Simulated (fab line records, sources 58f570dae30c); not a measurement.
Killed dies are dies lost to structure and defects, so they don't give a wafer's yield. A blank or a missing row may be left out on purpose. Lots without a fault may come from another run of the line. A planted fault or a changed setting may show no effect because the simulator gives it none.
fab line records -- flow berkeleyCmos170
record lots=14, wafers=41, lastDay=12
route steps=331 shown PLDD@154
lots untouched by any fault: they come from a run of this same line in which no faults occurred
startH: start of the lot's first displayed wafer, in hours after the record's first day -- waitH: hours since the lot's step before -- " same as the row above -- L1.1+2: one row covering several wafers at once -- - no value, or no start given -- * or withheld: withheld -- < > ~ a bound
route shown NAME@n: names a module that has steps shown in the file, with the first one's number in the route -- usual: mean/standard deviation taken from wafers without a fault -- same: alike in all rows -- chamber/n: place in a boat -- sites: readings site by site -- _std_site: the values' standard deviation -- _edge_site: the outer-site mean with the inner-site mean subtracted -- radiusMm: how far each site lies from the wafer's centre -- mask NAME#n: copy n -- behind: the last tool/chamber to shape the wafer -- hold: why the lot went on hold/how many hours it stayed there/how the hold came to an end -- device: transistor that didn't switch, given as n, p or np -- end of line: tests run on the same wafers once the route is complete -- a step given without rows: its recipe and nothing more -- killed: at the first sort, the dies lost to defects and structure; wafer yield is something else -- map: a wafer's dies, marking killed ones x, the rest . and places with no die _
set.NAME: the setting that was run; set.NAME@STEP: the one run at that earlier step -- model.NAME: the simulator's own value behind a step, which no gauge read
route steps across a sampled set of lots; one table per step, one row per wafer
services: the hour from which a tool's chamber was out of use, counted from the record's first day as startH (under 0 if before that day), plus the number of hours and why
## steps
# step UCB170_PLDD_IMPLANT_09
# recipe species=BF2, doseCm2=5e+13, energyKev=10, tiltDeg=7, rotationDeg=180
# usual doseIonsCm2=5e+13/5.1e+10, faradayCurrentUA=158.1/3
lot.wafer,tool,chamber,startH,waitH,doseIonsCm2,faradayCurrentUA
L463.1,implanter-02,0,160.24,0.1,4.997e+13,152.6
L463.4,implanter-02,0,160.24,0.1,4.999e+13,156.1
L463.6,implanter-02,0,160.24,0.1,4.995e+13,152.6
L469.1,implanter-02,0,172.82,0.1,5.003e+13,162.5
L469.4,implanter-02,0,172.82,0.1,5.006e+13,162.2
L469.5,implanter-02,0,172.82,0.1,5.004e+13,162.6
L466.1,implanter-03,0,173.09,0.1,4.994e+13,154.9
L466.2,implanter-03,0,173.09,0.1,4.991e+13,158.2
L466.6,implanter-03,0,173.09,0.1,4.99e+13,152.5
L468.1,implanter-02,0,173.37,0.1,5.005e+13,156.8
L468.2,implanter-02,0,173.37,0.1,5.001e+13,157.4
L468.6,implanter-02,0,173.37,0.1,5.003e+13,156.1
L465.1,implanter-01,0,173.47,0.1,5.005e+13,159.6
L465.2,implanter-01,0,173.47,0.1,5.006e+13,152.1
L465.3,implanter-01,0,173.47,0.1,5.003e+13,162.1
L472.2,implanter-01,0,188.76,0.1,5e+13,161.3
L472.3,implanter-01,0,188.76,0.1,4.994e+13,160.6
L472.6,implanter-01,0,188.76,0.1,4.995e+13,159.4
L470.2,implanter-02,0,188.85,0.1,5.008e+13,159.4
L470.4,implanter-02,0,188.85,0.1,5.003e+13,157.5
L470.6,implanter-02,0,188.85,0.1,5.004e+13,155.0
L475.1,implanter-03,0,208.18,0.1,5.005e+13,157.5
L475.2,implanter-03,0,208.18,0.1,5.003e+13,161.2
L475.6,implanter-03,0,208.18,0.1,4.996e+13,151.6
L474.2,implanter-01,0,208.76,0.1,5.006e+13,156.5
L474.4,implanter-01,0,208.76,0.1,5.004e+13,156.6
L474.5,implanter-01,0,208.76,0.1,4.996e+13,157.5
L479.1,implanter-02,0,225.65,0.1,2.114e+13,64.7
L479.5,implanter-02,0,225.65,0.1,2.117e+13,66.7
L480.2,implanter-02,0,226.23,0.1,2.111e+13,68.5
L480.3,implanter-02,0,226.23,0.1,2.113e+13,66.6
L480.5,implanter-02,0,226.23,0.1,2.108e+13,66.8
L483.1,implanter-01,0,240.94,0.1,4.997e+13,160.7
L483.3,implanter-01,0,240.94,0.1,5.004e+13,165.3
L483.5,implanter-01,0,240.94,0.1,4.999e+13,157.0
L484.1,implanter-03,0,241.53,0.1,5.001e+13,158.3
L484.4,implanter-03,0,241.53,0.1,4.996e+13,156.0
L484.6,implanter-03,0,241.53,0.1,5.001e+13,157.0
L485.2,implanter-01,0,254.14,0.1,4.996e+13,160.2
L485.3,implanter-01,0,254.14,0.1,5.002e+13,157.0
L485.6,implanter-01,0,254.14,0.1,4.996e+13,156.2
# step UCB170_PLDD_TW_MEAS_11
# usual PLDD_TW=1007/6.7
lot.wafer,tool,chamber,startH,waitH,PLDD_TW
L463.1,filmMetro-03,-,160.49,0.1,1010
L463.4,filmMetro-03,-,160.49,0.1,1002
L463.6,filmMetro-03,-,160.49,0.1,1001
L469.1,filmMetro-02,-,173.07,0.1,1012
L469.4,filmMetro-02,-,173.07,0.1,1017
L469.5,filmMetro-02,-,173.07,0.1,1013
L466.1,filmMetro-02,-,173.34,0.1,1015
L466.2,filmMetro-02,-,173.34,0.1,1014
L466.6,filmMetro-02,-,173.34,0.1,1011
L468.1,filmMetro-01,-,173.62,0.1,1001
L468.2,filmMetro-01,-,173.62,0.1,1003
L468.6,filmMetro-01,-,173.62,0.1,1005
L465.1,filmMetro-01,-,173.72,0.1,998
L465.2,filmMetro-01,-,173.72,0.1,1004
L465.3,filmMetro-01,-,173.72,0.1,1006
L472.2,filmMetro-02,-,188.99,0.1,1012
L472.3,filmMetro-02,-,188.99,0.1,1013
L472.6,filmMetro-02,-,188.99,0.1,1013
L470.2,filmMetro-02,-,189.09,0.1,1018
L470.4,filmMetro-02,-,189.09,0.1,1012
L470.6,filmMetro-02,-,189.09,0.1,1011
L475.1,filmMetro-01,-,208.43,0.1,1001
L475.2,filmMetro-01,-,208.43,0.1,999
L475.6,filmMetro-01,-,208.43,0.1,996
L474.2,filmMetro-01,-,208.99,0.1,997
L474.4,filmMetro-01,-,208.99,0.1,993
L474.5,filmMetro-01,-,208.99,0.1,1003
L479.1,filmMetro-03,-,225.90,0.1,900
L479.5,filmMetro-03,-,225.90,0.1,898
L480.2,filmMetro-02,-,226.46,0.1,907
L480.3,filmMetro-02,-,226.46,0.1,906
L480.5,filmMetro-02,-,226.46,0.1,911
L483.1,filmMetro-03,-,241.19,0.1,1000
L483.3,filmMetro-03,-,241.19,0.1,1007
L483.5,filmMetro-03,-,241.19,0.1,1003
L484.1,filmMetro-02,-,241.78,0.1,1011
L484.4,filmMetro-02,-,241.78,0.1,1008
L484.6,filmMetro-02,-,241.78,0.1,1007
L485.2,filmMetro-03,-,254.37,0.1,1012
L485.3,filmMetro-03,-,254.37,0.1,1008
L485.6,filmMetro-03,-,254.37,0.1,1002
# step UCB170_SDANNEAL_RS_MEAS_04
# recipe thkMeasGauge=four-point-probe
# usual PLDD_RS=1032.7/2.5
lot.wafer,tool,chamber,startH,waitH,PLDD_RS[ohm/sq]
L463.1,filmMetro-03,-,171.99,0.1,1035.6
L463.4,filmMetro-03,-,171.99,0.1,1031.1
L463.6,filmMetro-03,-,171.99,0.1,1034.5
L469.1,filmMetro-02,-,185.54,0.1,1035.8
L469.4,filmMetro-02,-,185.54,0.1,1030.9
L469.5,filmMetro-02,-,185.54,0.1,1030.0
L466.1,filmMetro-03,-,185.71,0.1,1035.9
L466.2,filmMetro-03,-,185.71,0.1,1033.0
L466.6,filmMetro-03,-,185.71,0.1,1034.2
L468.1,filmMetro-02,-,186.08,0.1,1036.0
L468.2,filmMetro-02,-,186.08,0.1,1034.6
L468.6,filmMetro-02,-,186.08,0.1,1035.0
L465.1,filmMetro-01,-,186.12,0.1,1033.3
L465.2,filmMetro-01,-,186.12,0.1,1032.4
L465.3,filmMetro-01,-,186.12,0.1,1036.7
L472.2,filmMetro-02,-,203.21,0.1,1031.1
L472.3,filmMetro-02,-,203.21,0.1,1031.3
L472.6,filmMetro-02,-,203.21,0.1,1035.8
L470.2,filmMetro-01,-,203.39,0.1,1033.4
L470.4,filmMetro-01,-,203.39,0.1,1034.3
L470.6,filmMetro-01,-,203.39,0.1,1034.8
L474.2,filmMetro-02,-,223.97,0.1,1030.9
L474.4,filmMetro-02,-,223.97,0.1,1034.1
L474.5,filmMetro-02,-,223.97,0.1,1030.7
L475.1,filmMetro-03,-,224.14,0.1,1031.3
L475.2,filmMetro-03,-,224.14,0.1,1030.2
L475.6,filmMetro-03,-,224.14,0.1,1030.7
L479.1,filmMetro-01,-,240.54,0.1,1346.1
L479.5,filmMetro-01,-,240.54,0.1,1354.1
L480.2,filmMetro-02,-,241.01,0.1,1351.9
L480.3,filmMetro-02,-,241.01,0.1,1354.9
L480.5,filmMetro-02,-,241.01,0.1,1358.4
L484.1,filmMetro-02,-,256.94,0.1,1031.7
L484.4,filmMetro-02,-,256.94,0.1,1032.1
L484.6,filmMetro-02,-,256.94,0.1,1032.1
L483.1,filmMetro-03,-,257.60,0.1,1032.0
L483.3,filmMetro-03,-,257.60,0.1,1031.2
L483.5,filmMetro-03,-,257.60,0.1,1032.0
L485.2,filmMetro-02,-,271.23,0.1,1028.4
L485.3,filmMetro-02,-,271.23,0.1,1030.5
L485.6,filmMetro-02,-,271.23,0.1,1031.7
## services
tool,chamber,startH,hours,kind
implanter-03,-,145.08,1.7,repair
implanter-01,-,168.48,1.2,repair
implanter-03,-,170.25,2.5,pm
implanter-01,-,209.51,1.6,repair
implanter-01,-,215.28,2.4,repair
implanter-02,-,242.05,4.4,repair
## key
firstSign step=UCB170_PLDD_IMPLANT_09, reading=doseIonsCm2, direction=down, sigmas=99+, usual=5e+13, struck=2.113e+13
effect step=UCB170_PLDD_IMPLANT_09, reading=faradayCurrentUA, direction=down, sigmas=31, usual=158.1, struck=66.7
effect step=UCB170_PLDD_TW_MEAS_11, reading=PLDD_TW, direction=down, sigmas=15, usual=1007, struck=904
effect step=UCB170_SDANNEAL_RS_MEAS_04, reading=PLDD_RS, direction=up, sigmas=99+, usual=1032.7, struck=1353.1
metAt UCB170_PLDD_IMPLANT_09
struckLots L479,L480
testerLeftOut L479,L480
onsetBetween 188.85 225.65
fault kind=processParameterDrift, tool=implanter-02, chamber=-, onsetH=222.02, steps=UCB170_PLDD_IMPLANT_09, channel=doseCm2, offset=-2.8868e+13, shape=step, endH=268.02, actsIn=theseRecipesOnly, stated=5e+13
# testerLeftOut: of these lots the tester's yield and bins aren't shown, on N5 and GAA mostly nor the transistor test; their killed dies are dies lost to structure and defects alone, not to doping, threshold or leakage, so they don't give the yield
